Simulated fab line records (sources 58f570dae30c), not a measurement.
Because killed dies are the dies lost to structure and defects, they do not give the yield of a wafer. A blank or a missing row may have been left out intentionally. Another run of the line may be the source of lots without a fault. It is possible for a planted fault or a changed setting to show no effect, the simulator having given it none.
2 desks, one fault + flow berkeleyCmos170 + each desk has only its own numbers; what lay behind them comes last

## THE TOOL OWNER'S DESK: pecvd-03
The tool's own readings at UCB170_SPACER_CVD_00 (deposits SiO2 from TEOS/O2, target thk 376 nm, time 47 s): means of the sampled wafers that have a number, for each lot that ran on this tool. Any lot whose mean is over 4 standard deviations away from the usual mean is out of limits and marked OUT; that distance is given in the brackets.
Columns: A = heaterPowerW at UCB170_SPACER_CVD_00, usual 255 W
| lot  | first seen here | A   |
|------|-----------------|-----|
| L349 | day 6 07:08     | 238 |
| L351 | day 6 13:34     | 259 |
| L356 | day 7 14:31     | 279 |
| L360 | day 8 15:32     | 235 |
This desk's verdict: no lot among the 4 shows anything out of limits.

## THE METROLOGY DESK
Means of the sampled wafers that have a number, per lot and without regard to the tool the lot ran on: this is what the gauges read. Any lot whose mean is over 4 standard deviations away from the usual mean is out of limits and marked OUT; that distance is given in the brackets.
Columns: A = cdNm at UCB170_NLDD_CD_MEAS_06, usual 1200.6 nm; B = SPACER_TEOS_THK at UCB170_SPACER_THK_MEAS_01, usual 374 nm; C = PSD_TW at UCB170_PSD_TW_MEAS_10, usual 2309
| lot  | first seen here | A      | B             | C    |
|------|-----------------|--------|---------------|------|
| L349 | day 6 06:11     | 1201.4 | 370           | 2299 |
| L351 | day 6 12:46     | 1200.1 | 376           | 2325 |
| L355 | day 7 11:22     | 1198.1 | 375           | 2304 |
| L356 | day 7 11:42     | 1201.9 | 326 (-10) OUT | 2301 |
| L358 | day 8 14:02     | 1199.6 | 376           | 2313 |
| L360 | day 8 14:27     | 1202.0 | 323 (-11) OUT | 2299 |
| L362 | day 9 02:25     | 1201.2 | 381           | 2287 |
| L363 | day 9 07:11     | 1201.1 | 373           | 2309 |
| L364 | day 9 07:26     | 1200.4 | 375           | 2302 |
| L367 | day 9 16:03     | 1200.2 | 372           | 2294 |
| L368 | day 10 14:10    | 1201.4 | 377           | 2322 |
| L369 | day 10 14:28    | 1201.1 | 368           | 2304 |
| L370 | day 10 18:37    | 1199.9 | 375           | 2330 |
| L372 | day 11 02:46    | 1200.1 | 373           | 2292 |
This desk's finding: out of limits on L356, L360; first on L356, day 7 14:34 (SPACER_TEOS_THK at UCB170_SPACER_THK_MEAS_01). Within limits: L349, L351, L355, L358, L362, L363, L364, L367, L368, L369, L370, L372.

## ALL TOGETHER
The metrology desk could have raised an alarm at day 7 14:34, on L356, L360.
The tool owner's desk saw nothing out of limits.
The tool owner's desk has L356, L360 on record, within its limits.
UCB170_SPACER_CVD_00 was run on pecvd-03 by each of the lots named.

## WHAT HAD BEEN PUT IN BY THE SIMULATOR
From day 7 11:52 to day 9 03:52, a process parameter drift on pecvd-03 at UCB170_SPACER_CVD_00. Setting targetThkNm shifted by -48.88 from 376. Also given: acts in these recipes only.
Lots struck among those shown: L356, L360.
Delay in hours, fault start to first out-of-limits reading, per desk: metrology desk 3.
